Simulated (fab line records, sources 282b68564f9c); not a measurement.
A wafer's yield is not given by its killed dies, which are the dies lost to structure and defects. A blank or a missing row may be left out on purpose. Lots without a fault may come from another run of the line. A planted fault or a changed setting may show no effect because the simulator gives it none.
2 desks, one fault	flow ritCmos	only its own numbers are on each desk; what lay behind them is given at the end

THE METROLOGY DESK
What the gauges read, lot by lot, whatever tool the lot ran on: means of the sampled wafers that have a number. The brackets show how far a lot's mean lies from the usual mean; more than 4 standard deviations puts the lot out of limits, marked OUT.
Columns: A = NSD_TW at RIT_NSD_TW_MEAS_10, usual 3118; B = NSD_RS at RIT_SDANNEAL_RS_MEAS_05, usual 84.49 ohm/sq
lot	first seen here	A	B
L454	day 3 05:05	3074	84.48
L455	day 3 07:07	3080	84.74
L456	day 3 15:30	3087	84.40
L457	day 3 17:03	3167	84.26
L458	day 3 23:40	3152	84.83
L459	day 4 01:42	3086	85.02
L462	day 4 16:14	2903 (-4.9) OUT	87.72 (+11) OUT
L464	day 5 01:48	2892 (-5.1) OUT	87.08 (+8.9) OUT
L468	day 5 21:36	3089	84.67
L472	day 6 17:26	3190	84.73
L473	day 6 22:56	3082	84.21
L475	day 7 08:35	3082	84.22
L477	day 7 17:40	3095	84.38
Finding of this desk: L462, L464 out of limits, first seen on L462 at day 4 16:14 (NSD_TW at RIT_NSD_TW_MEAS_10). L454, L455, L456, L457, L458, L459, L468, L472, L473, L475, L477 stayed within limits.

AT THE TOOL OWNER'S DESK: implanter-03
The tool's own readings at RIT_NSD_IMPLANT_08: means of the sampled wafers that have a number, for each lot that ran on this tool. The brackets show how far a lot's mean lies from the usual mean; more than 4 standard deviations puts the lot out of limits, marked OUT.
Columns: A = beamEnergyKeV at RIT_NSD_IMPLANT_08, usual 25.000; B = beamOnS at RIT_NSD_IMPLANT_08, usual 10.01 s
lot	first seen here	A	B
L454	day 3 04:47	25.000	10.22
L456	day 3 15:11	24.998	9.99
L459	day 4 01:25	25.010	9.83
L462	day 4 15:54	17.499 (-99 or more) OUT	9.85
L464	day 5 01:29	17.511 (-99 or more) OUT	9.80
Finding of this desk: L462, L464 out of limits; the first was L462 at day 4 15:54, on beamEnergyKeV at RIT_NSD_IMPLANT_08. L454, L456, L459 stayed within limits.

ALL TOGETHER
The tool owner's desk could have raised an alarm at day 4 15:54, on L462, L464.
The metrology desk could have raised an alarm at day 4 16:14, on L462, L464.
The lots listed all ran RIT_NSD_IMPLANT_08 on implanter-03.

WHAT THE SIMULATOR HAD INSERTED
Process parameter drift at RIT_NSD_IMPLANT_08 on implanter-03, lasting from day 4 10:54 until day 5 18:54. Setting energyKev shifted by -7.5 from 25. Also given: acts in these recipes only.
Shown lots that were struck: L462, L464.
Hours from the fault's start to each desk's first reading out of limits: the tool owner's desk, 5; the metrology desk, 5.
